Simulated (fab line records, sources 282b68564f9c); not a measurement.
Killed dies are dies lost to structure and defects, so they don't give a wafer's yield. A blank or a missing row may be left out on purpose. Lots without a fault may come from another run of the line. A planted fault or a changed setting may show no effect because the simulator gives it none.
fab line records | flow rit_cmos
record lots=7 wafers=21 last_day=7
route steps=202 shown M1@188
lots that met no fault: from a run of the same line without faults
start_h: hours from the record's first day to the start of the lot's first wafer shown | wait_h: hours since the lot's step before | " the same as in the row above | L1.1+2: a row that stands for several wafers | - no value, or no start given | * or withheld: withheld | < > ~ a bound
route shown NAME@n: a module of which the file shows steps, and the number in the route of the first | usual: mean/standard deviation of fault-free wafers | same: alike in all rows | chamber/n: place in a boat | sites: the reading at each site | _std_site: their standard deviation | _edge_site: outer sites' mean less inner sites' | radius_mm: how far each site lies from the wafer's centre | mask NAME#n: copy n | behind: the tool/chamber that last shaped the wafer | hold: why the lot was held/for how many hours/how that ended | device: the transistor (n, p or np) that didn't switch | end of line: the same wafers' tests at the end of the route | a step without rows: its recipe alone | killed: dies lost to structure and defects at the first sort, not the wafer's yield | map: a wafer's dies, x killed, . not, _ none there
set.NAME: the setting as run; set.NAME@STEP: as run at that earlier step | model.NAME: the simulator's own value behind a step, which no gauge read
lots at some steps of the route; a table a step, a row a wafer
services: from which hour (start_h, from the record's first day; less than 0 if before it) a tool's chamber was out of use, for how many hours, and why
## steps
# step RIT_M1_COAT_04
# recipe resist=NOVOLAK spin_rpm=2000 resist_thk_nm=1300
# step RIT_M1_SOFTBAKE_05
# recipe resist=NOVOLAK temp_c=90 time_s=60
# step RIT_M1_EXPOSE_06
# recipe mask_id=M12 na=0.6 source_shape=conventional sigma_outer=0.5 target_cd_nm=2600 dose_mj=250
# step RIT_M1_PEB_07
# recipe resist=NOVOLAK temp_c=withheld time_s=withheld
# step RIT_M1_DEVELOP_08
# recipe resist=NOVOLAK develop_time_s=68 dev_temp_c=23
# step RIT_M1_CD_MEAS_09
# recipe target_cd_nm=2600
# usual cd_nm=2600.5/2.1
# columns lot.wafer tool chamber start_h wait_h cd_nm
L293.2 cd_sem-02 - 67.37 - 2598.8
L293.5 " - " " 2600.9
L293.6 " - " " 2600.9
L294.4 cd_sem-01 - 73.28 - 2599.2
L294.5 " - " " 2597.0
L294.6 " - " " 2599.4
L304.2 cd_sem-01 - 114.84 - 2600.5
L304.4 " - " " 2599.3
L304.6 " - " " 2598.3
L305.1 cd_sem-01 - 119.94 - 2605.1
L305.3 " - " " 2603.2
L305.5 " - " " 2603.5
L312.2 cd_sem-02 - 154.79 - 2598.5
L312.4 " - " " 2597.3
L312.5 " - " " 2598.6
L313.1 cd_sem-02 - 158.46 - 2601.8
L313.3 " - " " 2601.4
L313.5 " - " " 2601.3
L314.1 cd_sem-02 - 164.66 - 2598.9
L314.2 " - " " 2596.7
L314.6 " - " " 2600.1
# step RIT_M1_OVL_MEAS_10
# usual M1_OVL=0.0/1.3
# columns lot.wafer tool chamber start_h wait_h M1_OVL[nm]
L293.2 overlay-02 - 67.48 0.1 1.9
L293.5 " - " " 0.6
L293.6 " - " " 1.1
L294.4 overlay-02 - 73.36 0.1 0.9
L294.5 " - " " -0.7
L294.6 " - " " -0.2
L304.2 overlay-02 - 114.95 0.1 -3.2
L304.4 " - " " -1.3
L304.6 " - " " -1.1
L305.1 overlay-02 - 120.06 0.1 -0.1
L305.3 " - " " 0.4
L305.5 " - " " 0.2
L312.2 overlay-01 - 154.90 0.1 -0.2
L312.4 " - " " 0.3
L312.5 " - " " 0.3
L313.1 overlay-01 - 158.58 0.1 0.1
L313.3 " - " " 0.0
L313.5 " - " " -1.0
L314.1 overlay-01 - 164.78 0.1 -1.5
L314.2 " - " " -0.7
L314.6 " - " " -0.9
# step RIT_M1_HARDBAKE_11
# recipe resist=NOVOLAK temp_c=140 time_s=120
# step RIT_M1_METAL_ETCH_12
# recipe stop_on=SiO2 chemistry=Cl2/BCl3 target=Al time_s=165 over_etch_frac=0.5 pressure_mtorr=100 target_depth_a=6000 rf_w=250 Cl2_flow_sccm=60 bcl3_flow_sccm=50
# usual chamber_pressure_mTorr=100.01/0.098 drypump_motor_current_A=5.8/0.5 oes_product_au=0.777/0.0088 throttle_valve_pct=8.25/0.11
# columns lot.wafer tool chamber start_h wait_h chamber_pressure_mTorr drypump_motor_current_A oes_product_au rf_hours_counter_h throttle_valve_pct
L293.2 rie_metal-01 0 67.81 0.2 99.86 5.2 0.788 - 8.05
L293.5 " 0 " " 100.07 5.2 0.778 - 8.07
L293.6 " 0 " " 100.06 5.2 0.777 - 8.06
L294.4 rie_metal-02 1 73.69 0.1 100.05 5.2 0.770 - 8.16
L294.5 " 0 " " 100.00 6.6 0.768 - 8.38
L294.6 " 1 " " 100.03 5.1 0.773 - 8.17
L304.2 rie_metal-02 0 115.23 0.2 100.10 6.6 0.771 4.9 8.38
L304.4 " 0 " " 99.94 6.6 0.775 - 8.37
L304.6 " 1 " " 99.94 5.2 0.778 - 8.16
L305.1 rie_metal-01 0 120.35 0.2 99.98 5.2 0.785 1.5 8.06
L305.3 " 0 " " 99.77 5.2 0.789 - 8.07
L305.5 " 1 " " 100.04 5.6 0.794 - 8.29
L312.2 rie_metal-03 1 155.18 0.2 100.05 6.2 0.787 3.2 8.29
L312.4 " 0 " " 100.05 5.9 0.761 - 8.35
L312.5 " 1 " " 100.03 6.3 0.778 - 8.31
L313.1 rie_metal-02 0 158.87 0.2 100.19 6.6 0.765 5.4 8.38
L313.3 " 0 " " 99.98 6.6 0.762 - 8.37
L313.5 " 1 " " 100.00 5.2 0.776 - 8.16
L314.1 rie_metal-01 1 165.07 0.2 100.00 5.6 0.779 1.6 8.28
L314.2 " 0 " " 100.07 5.2 0.767 2.0 8.07
L314.6 " 1 " " 99.96 5.6 0.778 - 8.29
# step RIT_M1_STRIP_13
# recipe chemistry=nmp resist=NOVOLAK temp_c=80 time_s=600 dry=n2_spin
# step RIT_M1_STRIP_14
# recipe chemistry=O2 time_s=180 platen_temp_c=withheld power_w=500 pressure_mtorr=4000 o2_flow_sccm=4000
# usual chamber_pressure_mTorr=4000/3.9 drypump_motor_current_A=5.8/0.5 o2_flow_sccm=3999/12
# columns lot.wafer tool chamber start_h wait_h chamber_pressure_mTorr drypump_motor_current_A o2_flow_sccm rf_hours_counter_h
L293.2 plasma_asher-04 1 68.26 0.0 3999 5.1 4014 27
L293.5 " 1 " " 3992 5.2 3996 -
L293.6 " 0 " " 4003 5.7 3987 -
L294.4 plasma_asher-03 0 74.03 0.1 4000 6.0 4014 -
L294.5 " 0 " " 4003 6.0 3993 -
L294.6 " 1 " " 4009 6.7 3985 -
L304.2 plasma_asher-02 1 115.57 0.0 4002 5.5 3999 48
L304.4 " 0 " " 3996 5.6 3988 -
L304.6 " 0 " " 4003 5.6 3983 -
L305.1 plasma_asher-02 1 120.69 0.0 4000 5.5 4030 48
L305.3 " 1 " " 3996 5.5 4010 -
L305.5 " 1 " " 3999 5.5 4018 -
L312.2 plasma_asher-04 0 155.53 0.0 3998 5.7 3983 36
L312.4 " 1 " " 4001 5.1 3994 -
L312.5 " 0 " " 3997 5.6 4002 -
L313.1 plasma_asher-03 0 159.22 0.0 3995 5.9 4004 5
L313.3 " 0 " " 3996 5.9 3980 -
L313.5 " 1 " " 4004 6.7 3991 -
L314.1 plasma_asher-03 0 165.40 0.0 3997 5.9 3997 6
L314.2 " 1 " " 3997 6.7 4004 6
L314.6 " 1 " " 4005 6.7 3999 -
# step RIT_M1_CD_MEAS_90
# recipe target_cd_nm=2600
# usual cd_nm=2600.5/2.2
# columns lot.wafer tool chamber start_h wait_h cd_nm
L293.2 cd_sem-02 - 68.45 0.1 2596.6
L293.5 " - " " 2598.9
L293.6 " - " " 2599.1
L294.4 cd_sem-02 - 74.20 0.1 2599.3
L294.5 " - " " 2598.9
L294.6 " - " " 2598.8
L304.2 cd_sem-02 - 115.76 0.1 2601.0
L304.4 " - " " 2599.3
L304.6 " - " " 2597.6
L305.1 cd_sem-02 - 120.86 0.1 2604.0
L305.3 " - " " 2602.1
L305.5 " - " " 2605.0
L312.2 cd_sem-02 - 155.83 0.2 2598.0
L312.4 " - " " 2598.4
L312.5 " - " " 2597.4
L313.1 cd_sem-02 - 159.49 0.2 2603.4
L313.3 " - " " 2601.5
L313.5 " - " " 2602.6
L314.1 cd_sem-02 - 165.58 0.1 2598.3
L314.2 " - " " 2596.4
L314.6 " - " " 2600.0
# step RIT_M1_ANNEAL_15
# recipe temp_c=450 time_s=1800 ambient=forming_gas_H2N2
# usual zone_power_centre_pct=17.44/0.17
# columns lot.wafer tool chamber start_h wait_h zone_power_centre_pct
L293.2 furnace-02 0 68.55 0.1 17.49
L293.5 " 0 " " 17.54
L293.6 " 0 " " 17.31
L293.2 furnace-02 0 70.22 0.2 17.53
L293.5 " 0 " " 17.68
L293.6 " 0 " " 17.40
L294.4 furnace-02 0 74.26 0.0 17.35
L294.5 " 0 " " 17.46
L294.6 " 0 " " 17.34
L294.4 furnace-02 0 75.93 0.2 17.51
L294.5 " 0 " " 17.70
L294.6 " 0 " " 17.20
L304.2 furnace-02 0 115.86 0.1 17.88
L304.4 " 0 " " 17.23
L304.6 " 0 " " 17.81
L304.2 furnace-02 0 117.53 0.2 17.83
L304.4 " 0 " " 17.06
L304.6 " 0 " " 17.49
L305.1 furnace-02 0 120.98 0.1 17.43
L305.3 " 0 " " 17.26
L305.5 " 0 " " 17.57
L312.2 furnace-02 0 155.93 0.1 17.62
L312.4 " 0 " " 17.54
L312.5 " 0 " " 17.45
L313.1 furnace-02 0 159.61 0.1 17.29
L313.3 " 0 " " 17.22
L313.5 " 0 " " 17.60
L314.1 furnace-02 0 165.70 0.1 17.53
L314.2 " 0 " " 17.70
L314.6 " 0 " " 17.46
# step RIT_M1_BOW_MEAS_16
# recipe mode=bow
# usual M1_BOW=18/6.3
# columns lot.wafer tool chamber start_h wait_h M1_BOW[um]
L293.2 film_metro-03 - 71.74 0.0 23
L293.5 " - " " 16
L293.6 " - " " 10
L294.4 film_metro-01 - 77.49 0.1 11
L294.5 " - " " 24
L294.6 " - " " 26
L304.2 film_metro-03 - 119.05 0.0 11
L304.4 " - " " 10
L304.6 " - " " 11
L305.1 film_metro-04 - 122.48 0.0 22
L305.3 " - " " 17
L305.5 " - " " 6
L312.2 film_metro-01 - 157.45 0.0 24
L312.4 " - " " 15
L312.5 " - " " 7
L313.1 film_metro-04 - 161.11 0.0 11
L313.3 " - " " 16
L313.5 " - " " 16
L314.1 film_metro-01 - 167.20 0.0 22
L314.2 " - " " 15
L314.6 " - " " 11
# step RIT_M1_PROBE_99
# usual defect_limited_yield=97.5/1.2 killed_at_contacts=0.0/0.18 killed_at_front_end=7/3 killed_dies=7/3 killed_open=3.6/1.9 killed_short=3.2/1.8 sort_bin_3_pad_short=0.1/0.22 sort_bin_5_function=1.4/0.77 sort_bin_6_memory=1.0/0.63 sort_n_pass=257/3 sort_yield_pct=97.5/1.2
# same gross_dies=264 killed_at_M0_to_M3=0 killed_at_M4_up=0 killed_at_back_side=0 killed_at_other=0
# columns lot.wafer tool chamber start_h wait_h defect_limited_yield[%] killed_at_contacts killed_at_front_end killed_dies killed_open killed_short sort_bin_3_pad_short[%] sort_bin_5_function[%] sort_bin_6_memory[%] sort_n_pass sort_yield_pct[%]
L293.2 prober-02 - 71.89 0.1 97.0 0 8 8 5 3 0 1.9 1.1 256 97.0
L293.5 prober-02 - 72.04 0.2 97.0 0 8 8 4 4 0.8 1.5 0.8 256 97.0
L293.6 prober-02 - 72.09 0.2 97.0 0 8 8 4 4 0.4 1.9 0.8 256 97.0
L294.4 prober-02 - 77.70 0.2 97.7 0 6 6 2 4 0 1.9 0.4 258 97.7
L294.5 prober-02 - 77.75 0.2 96.2 0 10 10 6 4 0.4 2.7 0.8 254 96.2
L294.6 prober-02 - 77.80 0.2 98.5 0 4 4 2 2 0.4 0 1.1 260 98.5
L304.2 prober-01 - 119.20 0.1 98.1 0 5 5 3 2 0.4 0.8 0.8 259 98.1
L304.4 prober-01 - 119.30 0.2 97.3 0 7 7 5 2 0 1.5 1.1 257 97.3
L304.6 prober-01 - 119.40 0.2 97.3 1 6 7 2 5 0 0.8 1.9 257 97.3
L305.1 prober-02 - 122.60 0.1 97.3 0 7 7 3 4 0.4 1.5 0.8 257 97.3
L305.3 prober-02 - 122.70 0.2 98.1 0 5 5 3 2 0.4 0.8 0.8 259 98.1
L305.5 prober-02 - 122.80 0.2 93.9 0 16 16 6 10 0.4 3.0 2.7 248 93.9
L312.2 prober-01 - 157.60 0.1 96.6 0 9 9 4 5 0 1.5 1.9 255 96.6
L312.4 prober-01 - 157.70 0.2 99.6 0 1 1 1 0 0 0.4 0 263 99.6
L312.5 prober-01 - 157.75 0.2 98.1 0 5 5 2 3 0 1.9 0 259 98.1
L313.1 prober-02 - 161.23 0.1 97.0 0 8 8 5 3 0.4 1.1 1.5 256 97.0
L313.3 prober-02 - 161.33 0.2 99.2 0 2 2 0 2 0 0.4 0.4 262 99.2
L313.5 prober-02 - 161.43 0.2 98.1 0 5 5 2 3 0 0.8 1.1 259 98.1
L314.1 prober-01 - 167.32 0.1 97.0 0 8 8 3 5 0.4 1.1 1.5 256 97.0
L314.2 prober-01 - 167.37 0.1 98.1 0 5 5 1 4 0 1.1 0.8 259 98.1
L314.6 prober-01 - 167.57 0.2 98.1 0 5 5 2 3 0.8 0.8 0.4 259 98.1
# killed by level:class
L293.2 GATE:geometric_particle:open=3 SPACER:geometric_particle:short=2 FOX1:geometric_particle:open=1 FOX2:geometric_particle:open=1 FOX2:geometric_particle:short=1
L293.5 GATE:geometric_particle:short=4 SILICIDE:geometric_particle:open=2 GATE:geometric_particle:open=1 SPACER:geometric_particle:open=1
L293.6 GATE:geometric_particle:open=4 GATE:geometric_particle:short=2 SILICIDE:geometric_particle:short=2
L294.4 FOX1:geometric_particle:short=1 FOX1:geometric_particle:open=1 GATE:geometric_particle:short=1 REOX:geometric_particle:short=1 SPACER:geometric_particle:short=1 SPACER:geometric_particle:open=1
L294.5 FOX1:geometric_particle:open=2 GATE:geometric_particle:open=2 SILICIDE:geometric_particle:short=2 GATE:geometric_particle:short=1 REOX:geometric_particle:open=1 REOX:geometric_particle:short=1 SILICIDE:geometric_particle:open=1
L294.6 GATE:geometric_particle:open=2 FOX1:geometric_particle:short=1 REOX:geometric_particle:short=1
L304.2 GATE:geometric_particle:short=2 GATE:geometric_particle:open=2 SPACER:geometric_particle:open=1
L304.4 FOX1:geometric_particle:open=2 GATE:geometric_particle:open=2 FOX1:geometric_particle:short=1 GATE:geometric_particle:short=1 SPACER:geometric_particle:open=1
L304.6 GATE:geometric_particle:short=2 SILICIDE:geometric_particle:open=2 SPACER:geometric_particle:short=1 SILICIDE:geometric_particle:short=1 CONTACT:geometric_particle:short=1
L305.1 GATE:geometric_particle:short=3 FOX1:geometric_particle:open=2 FOX1:geometric_particle:short=1 REOX:geometric_particle:open=1
L305.3 SPACER:geometric_particle:open=2 GATE:geometric_particle:open=1 GATE:geometric_particle:short=1 SILICIDE:geometric_particle:short=1
L305.5 GATE:geometric_particle:short=6 GATE:geometric_particle:open=2 REOX:geometric_particle:short=2 SPACER:geometric_particle:open=2 FOX1:geometric_particle:short=1 REOX:geometric_particle:open=1 SPACER:geometric_particle:short=1 SILICIDE:geometric_particle:open=1
L312.2 GATE:geometric_particle:short=4 SPACER:geometric_particle:open=2 FOX1:geometric_particle:open=1 FOX2:geometric_particle:short=1 GATE:geometric_particle:open=1
L312.4 SPACER:geometric_particle:open=1
L312.5 FOX1:geometric_particle:short=1 REOX:geometric_particle:short=1 SPACER:geometric_particle:short=1 SPACER:geometric_particle:open=1 SILICIDE:geometric_particle:open=1
L313.1 SILICIDE:geometric_particle:open=3 GATE:geometric_particle:open=2 REOX:geometric_particle:short=2 SILICIDE:geometric_particle:short=1
L313.3 FOX1:geometric_particle:short=1 GATE:geometric_particle:short=1
L313.5 FOX2:geometric_particle:short=1 GATE:geometric_particle:short=1 GATE:geometric_particle:open=1 SPACER:geometric_particle:short=1 SILICIDE:geometric_particle:open=1
L314.1 GATE:geometric_particle:short=3 FOX1:geometric_particle:short=2 FOX1:geometric_particle:open=1 GATE:geometric_particle:open=1 SILICIDE:geometric_particle:open=1
L314.2 FOX2:geometric_particle:short=2 FOX1:geometric_particle:short=1 FOX2:geometric_particle:open=1 GATE:geometric_particle:short=1
L314.6 FOX2:geometric_particle:short=1 GATE:geometric_particle:short=1 GATE:geometric_particle:open=1 REOX:geometric_particle:short=1 REOX:geometric_particle:open=1
## services
# columns tool chamber start_h hours kind
rie_metal-01 1 61.42 8.4 repair
plasma_asher-04 - 73.26 1.3 repair
rie_metal-02 0 78.97 1.2 repair
rie_metal-01 - 107.00 0.3 repair
plasma_asher-03 - 108.75 9.0 pm
plasma_asher-03 0 108.75 9.0 vent_cycle
plasma_asher-03 1 108.75 9.0 vent_cycle
plasma_asher-03 0 117.75 - clean
plasma_asher-03 1 117.75 - clean
plasma_asher-04 - 131.30 3.8 repair
rie_metal-03 1 131.56 17.7 repair
plasma_asher-02 - 153.93 14.6 pm
plasma_asher-04 - 157.03 1.3 repair
## key
first_sign step=RIT_M1_ANNEAL_15 reading=visit direction=added
effect none on later readings
met_at RIT_M1_ANNEAL_15
struck_wafers L293.2,L293.5,L293.6,L294.4,L294.5,L294.6,L304.2,L304.4,L304.6
fault kind=repeated_step_whole tool=furnace-02 chamber=- onset_h=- steps=RIT_M1_ANNEAL_15 times=1 scope=struck_lots_only
